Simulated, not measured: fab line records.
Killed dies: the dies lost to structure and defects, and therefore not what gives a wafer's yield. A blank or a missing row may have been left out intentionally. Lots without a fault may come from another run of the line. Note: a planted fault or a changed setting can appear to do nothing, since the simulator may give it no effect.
Chamber matching	flow berkeley_cmos170	rie_diel-03 running UCB170_SPACER_ETCHBACK_03: 4 sister chambers
The step etches SiO2 in CHF3/CF4/Ar, stops on Si, target depth 376 nm, time 100 s. 8 wafers are shown with their chamber, then 7 later ones without.

== WAFERS WITH THEIR CHAMBER ==
wafer	chamber	drypump_motor_current_A (A)	throttle_valve_pct (%)
L426.4	1	5.8	6.53
L426.5	0	6.7	6.49
L426.6	3	5.7	6.39
L427.3	2	6.5	6.60
L430.3	3	5.7	6.39
L430.4	1	5.8	6.51
L430.6	0	6.7	6.48
L434.2	2	6.6	6.61

== WAFERS WHOSE CHAMBER IS MISSING ==
wafer	drypump_motor_current_A (A)	throttle_valve_pct (%)
L434.5	6.6	6.60
L442.2	5.7	6.40
L442.4	5.8	6.50
L442.5	6.7	6.49
L445.2	6.7	6.48
L445.5	6.7	6.50
L445.6	5.6	6.39

== THE CHAMBER EACH PASSED THROUGH ==
wafer	from the rows above	in truth
L434.5	2	2
L442.2	3	3
L442.4	1	1
L442.5	0	0
L445.2	0	0
L445.5	0	0
L445.6	3	3
7 of 7 placed correctly. Not placeable from these rows: 0. 0 placed wrongly.
How it was worked out, from the rows above alone: a wafer's distance from a chamber is the root of the sum, over the readings, of the square of ((its reading less the chamber's mean) divided by the reading's scatter). The wafer belongs to the nearest chamber; if the next one is less than 2 further off, it can't be placed. The mean given for a chamber averages the wafers shown for that chamber. How the scatter is found: for the shown wafers, subtract from each reading the mean of its chamber, square and add these, divide the total by (wafers less chambers), then take the root.
